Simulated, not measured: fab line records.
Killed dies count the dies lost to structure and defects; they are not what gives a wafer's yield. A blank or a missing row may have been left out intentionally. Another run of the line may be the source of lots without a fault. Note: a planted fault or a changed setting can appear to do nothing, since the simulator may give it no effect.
fab line records	flow ritCmos
record: lots: 5	wafers: 23
route steps=202 shown SILICIDE@162 CONTACT@168 M1@190
startH: start of the lot's first displayed wafer, in hours after the record's first day	waitH: time in hours since the lot's previous step	" as in the row above	L1.1+2: one row covering several wafers at once	- no value, or no start given	* or withheld: withheld	< > ~ a bound
route shown NAME@n: names a module that has steps shown in the file, with the first one's number in the route	usual: the fault-free wafers' mean and standard deviation	same: alike in all rows	chamber/n: place in a boat	sites: each site's reading	_std_site: the standard deviation of these	_edge_site: outer sites' mean less inner sites'	radiusMm: how far each site lies from the wafer's centre	mask NAME#n: copy n	behind: tool/chamber where the wafer was last shaped	hold: the reason the lot was held/the length of the hold in hours/how it ended	device: transistor that didn't switch, given as n, p or np	end of line: the tests these same wafers got at the end of their route	a step given without rows: its recipe and nothing more	killed: the dies lost at the first sort to structure and to defects; this is not the yield of the wafer	map: per-die view of a wafer (x killed, . not killed, _ where there is no die)
set.NAME: setting as actually run; set.NAME@STEP: the setting as run at that earlier step	model.NAME: the simulator's own value behind a step, which no gauge read
one table per step and one row per wafer, for lots whose settings were changed on purpose
== steps ==
step: RIT_SILICIDE_SPUTTER_01
recipe: material: Ti	targetThkNm: 30	powerW: 350	chamberPressurePa: 0.667	gas: Ar	timeS: 240	substrateTempC: 25
lot.wafer	tool	chamber	startH	waitH	set.timeS	model.Ti_of_SILICIDE_SPUTTER_01.thkNm
L080.3	pvdSputter-02	-	81.13	0.0	240	30.02
L080.4	"	-	"	"	240	29.93
L080.5	"	-	"	"	240	29.84
L081.1	pvdSputter-03	-	86.26	0.0	222.8	27.52
L081.2	"	-	"	"	222.8	27.62
L081.4	"	-	"	"	222.8	27.56
L081.5	"	-	"	"	240	29.6
L081.6	"	-	"	"	240	29.73
L082.2	pvdSputter-03	-	91.78	0.0	240	29.87
L082.3	"	-	"	"	269.3	33.85
L082.4	"	-	"	"	269.3	33.8
L082.5	"	-	"	"	240	30.18
L082.6	"	-	"	"	269.3	33.61
L083.1	pvdSputter-02	-	95.63	0.0	227.8	28.43
L083.2	"	-	"	"	240	30.08
L083.3	"	-	"	"	227.8	28.52
L083.4	"	-	"	"	227.8	28.96
L083.6	"	-	"	"	240	30.21
L084.1	pvdSputter-01	-	102.63	0.0	249.4	31.42
L084.2	"	-	"	"	249.4	31.19
L084.4	"	-	"	"	240	29.92
L084.5	"	-	"	"	240	30.27
L084.6	"	-	"	"	240	29.99
step: RIT_SILICIDE_RS_MEAS_02
recipe: thkMeasGauge: four-point-probe	reads: Ti_of_SILICIDE_SPUTTER_01
usual: SILICIDE_TI_RS: 47.9/0.43
lot.wafer	tool	chamber	startH	waitH	set.timeS@SILICIDE_SPUTTER_01	SILICIDE_TI_RS[ohm/sq]
L080.3	filmMetro-03	-	81.32	0.1	240	47.8
L080.4	"	-	"	"	240	47.9
L080.5	"	-	"	"	240	48.3
L081.1	filmMetro-03	-	86.41	0.1	222.8	53.2
L081.2	"	-	"	"	222.8	53.1
L081.4	"	-	"	"	222.8	53.1
L081.5	"	-	"	"	240	48.7
L081.6	"	-	"	"	240	48.4
L082.2	filmMetro-01	-	91.95	0.1	240	48.1
L082.3	"	-	"	"	269.3	41.2
L082.4	"	-	"	"	269.3	41.2
L082.5	"	-	"	"	240	47.6
L082.6	"	-	"	"	269.3	41.5
L083.1	filmMetro-01	-	95.78	0.1	227.8	51.3
L083.2	"	-	"	"	240	47.8
L083.3	"	-	"	"	227.8	50.9
L083.4	"	-	"	"	227.8	50.0
L083.6	"	-	"	"	240	47.5
L084.1	filmMetro-01	-	102.78	0.1	249.4	45.3
L084.2	"	-	"	"	249.4	45.6
L084.4	"	-	"	"	240	48.1
L084.5	"	-	"	"	240	47.4
L084.6	"	-	"	"	240	48.1
step: RIT_SILICIDE_THK_MEAS_03
recipe: thkMeasGauge: xrf	reads: Ti_of_SILICIDE_SPUTTER_01
usual: SILICIDE_TI_THK: 29.9/0.36
lot.wafer	tool	chamber	startH	waitH	set.timeS@SILICIDE_SPUTTER_01	SILICIDE_TI_THK[nm]
L080.3	filmMetro-03	-	81.42	0.1	240	29.5
L080.4	"	-	"	"	240	29.5
L080.5	"	-	"	"	240	29.4
L081.1	filmMetro-03	-	86.53	0.1	222.8	27.2
L081.2	"	-	"	"	222.8	27.2
L081.4	"	-	"	"	222.8	27.2
L081.5	"	-	"	"	240	29.3
L081.6	"	-	"	"	240	29.4
L082.2	filmMetro-01	-	92.06	0.1	240	29.9
L082.3	"	-	"	"	269.3	33.9
L082.4	"	-	"	"	269.3	33.8
L082.5	"	-	"	"	240	30.2
L082.6	"	-	"	"	269.3	33.6
L083.1	filmMetro-01	-	95.90	0.1	227.8	28.5
L083.2	"	-	"	"	240	30.1
L083.3	"	-	"	"	227.8	28.5
L083.4	"	-	"	"	227.8	29.0
L083.6	"	-	"	"	240	30.2
L084.1	filmMetro-01	-	102.90	0.1	249.4	31.6
L084.2	"	-	"	"	249.4	31.3
L084.4	"	-	"	"	240	30.0
L084.5	"	-	"	"	240	30.5
L084.6	"	-	"	"	240	30.1
step: RIT_CONTACT_CVD_00
recipe: material: SiO2	targetThkNm: 400	precursor: TEOS	tempC: 390	timeS: 61	rfW: 400
lot.wafer	tool	chamber	startH	waitH	set.timeS	model.SiO2_of_CONTACT_CVD_00.thkNm
L080.3	pecvd-01	1	81.63	0.0	61	392.7
L080.4	"	2	"	"	61	389.3
L080.5	"	1	"	"	61	397.3
L081.1	pecvd-04	1	86.76	0.1	61	387.2
L081.2	"	2	"	"	64.44	421.6
L081.4	"	0	"	"	64.44	425.6
L081.5	"	2	"	"	61	403.8
L081.6	"	1	"	"	64.44	414.8
L082.2	pecvd-02	1	92.29	0.0	66.14	434.9
L082.3	"	0	"	"	61	401.7
L082.4	"	2	"	"	61	407.8
L082.5	"	0	"	"	61	407.2
L082.6	"	1	"	"	66.14	442.5
L083.1	pecvd-01	0	96.14	0.1	61	385.1
L083.2	"	1	"	"	57.73	376.1
L083.3	"	2	"	"	57.73	366.3
L083.4	"	0	"	"	57.73	368.4
L083.6	"	2	"	"	61	396.6
L084.1	pecvd-04	0	103.13	0.1	61	401.1
L084.2	"	2	"	"	54.13	352.2
L084.4	"	0	"	"	54.13	354.2
L084.5	"	1	"	"	61	391.9
L084.6	"	2	"	"	61	402.3
step: RIT_CONTACT_THK_MEAS_01
recipe: reads: SiO2_of_CONTACT_CVD_00
usual: CONTACT_TEOS_THK: 397/5.7
lot.wafer	tool	chamber	startH	waitH	set.timeS@CONTACT_CVD_00	CONTACT_TEOS_THK[nm]
L080.3	filmMetro-02	-	81.70	0.0	61	393
L080.4	"	-	"	"	61	389
L080.5	"	-	"	"	61	397
L081.1	filmMetro-04	-	86.81	0.0	61	387
L081.2	"	-	"	"	64.44	422
L081.4	"	-	"	"	64.44	426
L081.5	"	-	"	"	61	404
L081.6	"	-	"	"	64.44	415
L082.2	filmMetro-04	-	92.35	0.0	66.14	435
L082.3	"	-	"	"	61	401
L082.4	"	-	"	"	61	408
L082.5	"	-	"	"	61	407
L082.6	"	-	"	"	66.14	442
L083.1	filmMetro-04	-	96.19	0.0	61	385
L083.2	"	-	"	"	57.73	376
L083.3	"	-	"	"	57.73	366
L083.4	"	-	"	"	57.73	368
L083.6	"	-	"	"	61	396
L084.1	filmMetro-04	-	103.18	0.0	61	401
L084.2	"	-	"	"	54.13	352
L084.4	"	-	"	"	54.13	354
L084.5	"	-	"	"	61	392
L084.6	"	-	"	"	61	402
step: RIT_CONTACT_DEVELOP_07
recipe: resist: NOVOLAK	developTimeS: 120	devTempC: 23
lot.wafer	tool	chamber	startH	waitH	set.developTimeS
L080.3+4+5	lithoTrack-04	0	-	-	120
L081.1+4+5	lithoTrack-04	0	-	-	111.7
L081.2+6	"	0	"	"	120
L082.2+4+5	lithoTrack-01	0	-	-	120
L082.3+6	"	0	"	"	109.2
L083.1+3+6	lithoTrack-04	0	-	-	134
L083.2+4	"	0	"	"	120
L084.1+4+6	lithoTrack-01	0	-	-	131.8
L084.2+5	"	0	"	"	120
step: RIT_CONTACT_CD_MEAS_08
recipe: targetCdNm: 1000
usual: cdNm: 999.3/2.2
lot.wafer	tool	chamber	startH	waitH	set.developTimeS@CONTACT_DEVELOP_07	cdNm
L080.3	cdSem-01	-	82.75	-	120	996.5
L080.4	"	-	"	"	120	994.7
L080.5	"	-	"	"	120	997.5
L081.1	cdSem-01	-	87.84	-	111.7	993.1
L081.2	"	-	"	"	120	998.7
L081.4	"	-	"	"	111.7	992.9
L081.5	"	-	"	"	111.7	993.9
L081.6	"	-	"	"	120	998.4
L082.2	cdSem-01	-	93.61	-	120	999.6
L082.3	"	-	"	"	109.2	988.9
L082.4	"	-	"	"	120	997.7
L082.5	"	-	"	"	120	999.2
L082.6	"	-	"	"	109.2	989.3
L083.1	cdSem-01	-	97.22	-	134	1010.8
L083.2	"	-	"	"	120	1002.0
L083.3	"	-	"	"	134	1011.8
L083.4	"	-	"	"	120	1002.4
L083.6	"	-	"	"	134	1012.2
L084.1	cdSem-01	-	104.33	-	131.8	1005.1
L084.2	"	-	"	"	120	1000.1
L084.4	"	-	"	"	131.8	1006.5
L084.5	"	-	"	"	120	996.7
L084.6	"	-	"	"	131.8	1005.2
step: RIT_CONTACT_ETCH_11
recipe: targetDepthA: 4800	overEtchFrac: 0.2	stopOn: TiSi2	chemistry: CHF3/CF4/Ar	target: SiO2	CHF3_flow_sccm: 50	cf4FlowSccm: 10	Ar_flow_sccm: 100	O2_flow_sccm: 5	pressureMtorr: 100	rfW: 200	timeS: 320
lot.wafer	tool	chamber	startH	waitH	set.overEtchFrac	set.timeS@CONTACT_CVD_00	set.developTimeS@CONTACT_DEVELOP_07	model.etch.depthNm	model.CONTACT.featureDepthNm	model.CONTACT.cdNm
L080.3	rieDiel-01	1	83.01	0.1	0.2	61	120	392.7	392.7	996.6
L080.4	"	1	"	"	0.2	61	120	389.3	389.3	994.9
L080.5	"	0	"	"	0.2	61	120	397.3	397.3	997
L081.1	rieDiel-04	3	88.15	0.1	0.1834	61	111.7	387.2	387.2	992.9
L081.2	"	2	"	"	0.2	64.44	120	421.6	421.6	998.5
L081.4	"	1	"	"	0.1834	64.44	111.7	425.6	425.6	992.9
L081.5	"	3	"	"	0.2	61	111.7	403.8	403.8	993.3
L081.6	"	0	"	"	0.2	64.44	120	414.8	414.8	998.1
L082.2	rieDiel-02	0	93.90	0.1	0.2435	66.14	120	434.9	434.9	999.5
L082.3	"	2	"	"	0.2	61	109.2	401.7	401.7	989.4
L082.4	"	0	"	"	0.2	61	120	407.8	407.8	997.1
L082.5	"	2	"	"	0.2435	61	120	407.2	407.2	999.4
L082.6	"	1	"	"	0.2435	66.14	109.2	442.5	442.5	989.1
L083.1	rieDiel-01	1	97.52	0.1	0.2434	61	134	385.1	385.1	1011
L083.2	"	0	"	"	0.2	57.73	120	376.1	376.1	1002
L083.3	"	3	"	"	0.2	57.73	134	366.3	366.3	1012
L083.4	"	0	"	"	0.2434	57.73	120	368.4	368.4	1003
L083.6	"	1	"	"	0.2434	61	134	396.6	396.6	1013
L084.1	rieDiel-04	0	104.64	0.1	0.1508	61	131.8	401.1	401.1	1005
L084.2	"	3	"	"	0.1508	54.13	120	352.2	352.2	999.6
L084.4	"	1	"	"	0.2	54.13	131.8	354.2	354.2	1007
L084.5	"	3	"	"	0.2	61	120	391.9	391.9	996.1
L084.6	"	0	"	"	0.1508	61	131.8	402.3	402.3	1005
step: RIT_CONTACT_STRIP_12
recipe: chemistry: O2	timeS: 180	resist: NOVOLAK	platenTempC: withheld	powerW: 500	pressureMtorr: 4000	o2FlowSccm: 4000
step: RIT_CONTACT_CD_MEAS_90
recipe: targetCdNm: 1000
usual: cdNm: 999.3/2.3
lot.wafer	tool	chamber	startH	waitH	set.developTimeS@CONTACT_DEVELOP_07	cdNm
L080.3	cdSem-02	-	83.42	0.1	120	996.5
L080.4	"	-	"	"	120	994.8
L080.5	"	-	"	"	120	996.9
L081.1	cdSem-02	-	88.51	0.1	111.7	993.1
L081.2	"	-	"	"	120	998.5
L081.4	"	-	"	"	111.7	993.2
L081.5	"	-	"	"	111.7	993.4
L081.6	"	-	"	"	120	998.2
L082.2	cdSem-01	-	94.29	0.1	120	999.5
L082.3	"	-	"	"	109.2	989.0
L082.4	"	-	"	"	120	997.1
L082.5	"	-	"	"	120	999.6
L082.6	"	-	"	"	109.2	989.3
L083.1	cdSem-02	-	97.89	0.1	134	1011.3
L083.2	"	-	"	"	120	1001.6
L083.3	"	-	"	"	134	1012.2
L083.4	"	-	"	"	120	1003.3
L083.6	"	-	"	"	134	1013.1
L084.1	cdSem-02	-	105.01	0.1	131.8	1005.5
L084.2	"	-	"	"	120	999.7
L084.4	"	-	"	"	131.8	1006.5
L084.5	"	-	"	"	120	996.5
L084.6	"	-	"	"	131.8	1005.3
step: RIT_M1_EXPOSE_06
recipe: maskId: M12	na: 0.6	sourceShape: conventional	sigmaOuter: 0.5	targetCdNm: 2600	doseMj: 250
lot.wafer	tool	chamber	startH	waitH	mask	set.doseMj
L080.3+4+5	ilineStepper-02	0	84.82	0.1	M12#0	250
L081.1+5+6	ilineStepper-02	0	89.92	0.1	M12#0	250
L081.2+4	"	0	"	"	M12#0	243.9
L082.2+3+4	ilineStepper-02	0	95.70	0.1	M12#0	250
L082.5+6	"	0	"	"	M12#0	233.8
L083.1+2	ilineStepper-01	0	99.43	0.2	M12#0	257.4
L083.3+4+6	"	0	"	"	M12#0	250
L084.1+2+4+5+6	ilineStepper-01	0	106.40	0.1	M12#0	250
step: RIT_M1_PEB_07
recipe: resist: NOVOLAK	tempC: withheld	timeS: withheld
step: RIT_M1_DEVELOP_08
recipe: resist: NOVOLAK	developTimeS: 68	devTempC: 24.07
lot.wafer	tool	chamber	startH	waitH	set.doseMj@M1_EXPOSE_06	model.M1.cdNm
L080.3	lithoTrack-03	0	-	-	250	2601
L080.4	"	0	"	"	250	2600
L080.5	"	0	"	"	250	2602
L081.1+5	lithoTrack-04	0	-	-	250	2602
L081.2	"	0	"	"	243.9	2606
L081.4	"	0	"	"	243.9	2608
L081.6	"	0	"	"	250	2597
L082.2	lithoTrack-03	0	-	-	250	2601
L082.3	"	0	"	"	250	2603
L082.4	"	0	"	"	250	2604
L082.5	"	0	"	"	233.8	2621
L082.6	"	0	"	"	233.8	2622
L083.1	lithoTrack-04	0	-	-	257.4	2589
L083.2	"	0	"	"	257.4	2592
L083.3	"	0	"	"	250	2601
L083.4	"	0	"	"	250	2599
L083.6	"	0	"	"	250	2600
L084.1	lithoTrack-03	0	-	-	250	2601
L084.2	"	0	"	"	250	2603
L084.4	"	0	"	"	250	2600
L084.5	"	0	"	"	250	2602
L084.6	"	0	"	"	250	2598
step: RIT_M1_CD_MEAS_09
recipe: targetCdNm: 2600
usual: cdNm: 2600.7/1.9
lot.wafer	tool	chamber	startH	waitH	set.doseMj@M1_EXPOSE_06	cdNm
L080.3	cdSem-01	-	85.25	-	250	2601.2
L080.4	"	-	"	"	250	2600.2
L080.5	"	-	"	"	250	2602.3
L081.1	cdSem-01	-	90.35	-	250	2601.7
L081.2	"	-	"	"	243.9	2606.3
L081.4	"	-	"	"	243.9	2607.9
L081.5	"	-	"	"	250	2601.9
L081.6	"	-	"	"	250	2596.6
L082.2	cdSem-01	-	96.13	-	250	2600.8
L082.3	"	-	"	"	250	2602.4
L082.4	"	-	"	"	250	2603.5
L082.5	"	-	"	"	233.8	2620.5
L082.6	"	-	"	"	233.8	2621.9
L083.1	cdSem-01	-	99.90	-	257.4	2589.6
L083.2	"	-	"	"	257.4	2591.3
L083.3	"	-	"	"	250	2600.9
L083.4	"	-	"	"	250	2598.8
L083.6	"	-	"	"	250	2599.9
L084.1	cdSem-02	-	106.83	-	250	2601.3
L084.2	"	-	"	"	250	2603.3
L084.4	"	-	"	"	250	2599.7
L084.5	"	-	"	"	250	2602.2
L084.6	"	-	"	"	250	2597.9
step: RIT_M1_METAL_ETCH_12
recipe: stopOn: SiO2	chemistry: Cl2/BCl3	target: Al	timeS: 165	overEtchFrac: 0.5	pressureMtorr: 100	targetDepthA: 6000	rfW: 250	Cl2_flow_sccm: 60	bcl3FlowSccm: 50
usual: oesProductAu: 0.768/0.0084
lot.wafer	tool	chamber	startH	waitH	set.overEtchFrac	set.doseMj@M1_EXPOSE_06	oesProductAu	model.NOVOLAK_of_M1_COAT_04.thkNm	model.M1.cdNm
L080.3	rieMetal-01	0	85.67	0.2	0.5	250	0.776	800	2598
L080.4	"	1	"	"	0.5	250	0.759	797.9	2596
L080.5	"	1	"	"	0.5	250	0.758	803.5	2599
L081.1	rieMetal-03	0	90.76	0.2	0.5	250	0.762	806.9	2604
L081.2	"	0	"	"	0.5	243.9	0.759	805.1	2609
L081.4	"	0	"	"	0.5652	243.9	0.749	794.5	2610
L081.5	"	0	"	"	0.5652	250	0.742	796.5	2603
L081.6	"	0	"	"	0.5	250	0.765	802.5	2600
L082.2	rieMetal-02	0	96.52	0.2	0.5	250	0.759	817.9	2604
L082.3	"	0	"	"	0.5	250	0.753	820.5	2606
L082.4	"	1	"	"	0.4582	250	0.773	826.8	2607
L082.5	"	1	"	"	0.4582	233.8	0.782	826.1	2625
L082.6	"	0	"	"	0.4582	233.8	0.775	826	2626
L083.1	rieMetal-01	1	100.31	0.2	0.6187	257.4	0.726	782.4	2585
L083.2	"	0	"	"	0.5	257.4	0.771	801.9	2590
L083.3	"	0	"	"	0.6187	250	0.740	779.3	2598
L083.4	"	1	"	"	0.6187	250	0.735	777.6	2595
L083.6	"	0	"	"	0.5	250	0.770	807	2598
L084.1	rieMetal-03	0	107.24	0.2	0.5836	250	0.745	793.4	2602
L084.2	"	1	"	"	0.5	250	0.770	797.5	2599
L084.4	"	0	"	"	0.5	250	0.761	810.4	2603
L084.5	"	1	"	"	0.5	250	0.767	795	2599
L084.6	"	0	"	"	0.5836	250	0.747	789.7	2598
step: RIT_M1_STRIP_13
recipe: chemistry: nmp	resist: NOVOLAK	tempC: 80	timeS: 600	dry: n2Spin
step: RIT_M1_STRIP_14
recipe: chemistry: O2	timeS: 180	platenTempC: withheld	powerW: 500	pressureMtorr: 4000	o2FlowSccm: 4000
step: RIT_M1_CD_MEAS_90
recipe: targetCdNm: 2600
usual: cdNm: 2601/3.6
lot.wafer	tool	chamber	startH	waitH	set.doseMj@M1_EXPOSE_06	cdNm
L080.3	cdSem-02	-	86.17	0.1	250	2599
L080.4	"	-	"	"	250	2596
L080.5	"	-	"	"	250	2599
L081.1	cdSem-02	-	91.44	0.1	250	2604
L081.2	"	-	"	"	243.9	2609
L081.4	"	-	"	"	243.9	2610
L081.5	"	-	"	"	250	2603
L081.6	"	-	"	"	250	2600
L082.2	cdSem-02	-	97.07	0.1	250	2604
L082.3	"	-	"	"	250	2606
L082.4	"	-	"	"	250	2607
L082.5	"	-	"	"	233.8	2625
L082.6	"	-	"	"	233.8	2626
L083.1	cdSem-01	-	100.84	0.1	257.4	2585
L083.2	"	-	"	"	257.4	2590
L083.3	"	-	"	"	250	2597
L083.4	"	-	"	"	250	2595
L083.6	"	-	"	"	250	2598
L084.1	cdSem-02	-	107.75	0.1	250	2602
L084.2	"	-	"	"	250	2599
L084.4	"	-	"	"	250	2602
L084.5	"	-	"	"	250	2599
L084.6	"	-	"	"	250	2598
step: RIT_M1_ANNEAL_15
recipe: tempC: 450	timeS: 1800	ambient: forming_gas_H2N2
step: RIT_M1_PROBE_99
lot.wafer	tool	chamber	startH	waitH	set.doseMj@GATE_EXPOSE_13	model.etest.pmos_0p15.rOnOhmUm	model.etest.pmosTurned.rOnOhmUm	model.etest.nmos_0p15.rOnOhmUm	model.etest.nmos_0p15.driveUaUm
L080.3	prober-02	-	88.25	0.2	380	2736	3387	1092	481.6
L080.4	prober-02	-	88.30	0.2	380	2736	3371	1091	476.3
L080.5	prober-02	-	88.35	0.2	380	2788	3428	1127	468.6
L081.1	prober-01	-	93.67	0.1	392.6	2377	3021	1011	534.1
L081.2	prober-01	-	93.72	0.1	380	2784	3467	1144	454.7
L081.4	prober-01	-	93.82	0.2	392.6	2538	3239	1047	521.9
L081.5	prober-01	-	93.87	0.2	380	2788	3454	1177	447.9
L081.6	prober-01	-	93.92	0.2	380	2920	3690	1190	450.4
L082.2	prober-02	-	100.16	0.1	396.6	2251	3006	955.1	561.9
L082.3	prober-02	-	100.21	0.2	380	2658	3364	1128	461.2
L082.4	prober-02	-	100.26	0.2	396.6	2185	2912	939.9	571
L082.5	prober-02	-	100.31	0.2	380	2640	3353	1103	464.8
L082.6	prober-02	-	100.36	0.2	396.6	2149	2864	934.1	569
L083.1	prober-01	-	104.41	0.1	368.1	3153	3846	1255	409.4
L083.2	prober-01	-	104.46	0.1	368.1	3016	3667	1166	420.3
L083.3	prober-01	-	104.51	0.2	380	2598	3271	1052	485.1
L083.4	prober-01	-	104.56	0.2	368.1	3094	3789	1217	420.4
L083.6	prober-01	-	104.66	0.2	380	2715	3449	1086	468.1
L084.1	prober-02	-	110.67	0.1	380	2735	3293	1138	467.5
L084.2	prober-02	-	110.72	0.1	380	2864	3421	1159	446
L084.4	prober-02	-	110.82	0.2	380	2734	3288	1112	463.6
L084.5	prober-02	-	110.87	0.2	380	2680	3212	1110	462.4
L084.6	prober-02	-	110.92	0.2	380	2693	3201	1123	465.3
killed by level:class
L080.3 FOX2:geometricParticle:open=1 SPACER:geometricParticle:open=1 SILICIDE:geometricParticle:open=1 SILICIDE:geometricParticle:short=1
L080.4 GATE:geometricParticle:short=1 REOX:geometricParticle:open=1 REOX:geometricParticle:short=1 SPACER:geometricParticle:short=1 SILICIDE:geometricParticle:open=1
L080.5 GATE:geometricParticle:short=2 GATE:geometricParticle:open=2 SPACER:geometricParticle:short=2 FOX1:geometricParticle:short=1 REOX:geometricParticle:open=1 REOX:geometricParticle:short=1 SILICIDE:geometricParticle:short=1 SILICIDE:geometricParticle:open=1
== key ==
split: step: RIT_SILICIDE_SPUTTER_01	setting: timeS	stated: 240	by: wafer
response: step: RIT_SILICIDE_SPUTTER_01	reading: model.Ti_of_SILICIDE_SPUTTER_01.thkNm	change: +0.302	per: 1%	r: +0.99
response: step: RIT_SILICIDE_RS_MEAS_02	reading: SILICIDE_TI_RS	change: -0.567	per: 1%	r: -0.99
response: step: RIT_SILICIDE_THK_MEAS_03	reading: SILICIDE_TI_THK	change: +0.303	per: 1%	r: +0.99
split: step: RIT_CONTACT_CVD_00	setting: timeS	stated: 61	by: wafer
response: step: RIT_CONTACT_CVD_00	reading: model.SiO2_of_CONTACT_CVD_00.thkNm	change: +4.03	per: 1%	r: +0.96
response: step: RIT_CONTACT_THK_MEAS_01	reading: CONTACT_TEOS_THK	change: +4.03	per: 1%	r: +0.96
response: step: RIT_CONTACT_ETCH_11	reading: model.etch.depthNm	change: +4.03	per: 1%	r: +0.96
response: step: RIT_CONTACT_ETCH_11	reading: model.CONTACT.featureDepthNm	change: +4.03	per: 1%	r: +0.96
split: step: RIT_CONTACT_DEVELOP_07	setting: developTimeS	stated: 120	by: wafer
response: step: RIT_CONTACT_CD_MEAS_08	reading: cdNm	change: +0.842	per: 1%	r: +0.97
response: step: RIT_CONTACT_ETCH_11	reading: model.CONTACT.cdNm	change: +0.87	per: 1%	r: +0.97
response: step: RIT_CONTACT_CD_MEAS_90	reading: cdNm	change: +0.859	per: 1%	r: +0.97
split: step: RIT_CONTACT_ETCH_11	setting: overEtchFrac	stated: 0.2	by: wafer
response none clear
split: step: RIT_M1_EXPOSE_06	setting: doseMj	stated: 250	by: wafer
response: step: RIT_M1_DEVELOP_08	reading: model.M1.cdNm	change: -2.91	per: 1%	r: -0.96
response: step: RIT_M1_CD_MEAS_09	reading: cdNm	change: -2.96	per: 1%	r: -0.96
response: step: RIT_M1_METAL_ETCH_12	reading: model.M1.cdNm	change: -2.99	per: 1%	r: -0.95
response: step: RIT_M1_CD_MEAS_90	reading: cdNm	change: -3	per: 1%	r: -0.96
split: step: RIT_M1_METAL_ETCH_12	setting: overEtchFrac	stated: 0.5	by: wafer
response: step: RIT_M1_METAL_ETCH_12	reading: oesProductAu	change: -0.00148	per: 1%	r: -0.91
response: step: RIT_M1_METAL_ETCH_12	reading: model.NOVOLAK_of_M1_COAT_04.thkNm	change: -0.854	per: 1%	r: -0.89
split outsideThisFile step=RIT_GATE_EXPOSE_13 setting=doseMj
split outsideThisFile: this setting was split too, and the file shows its column; the key of that split is in another file
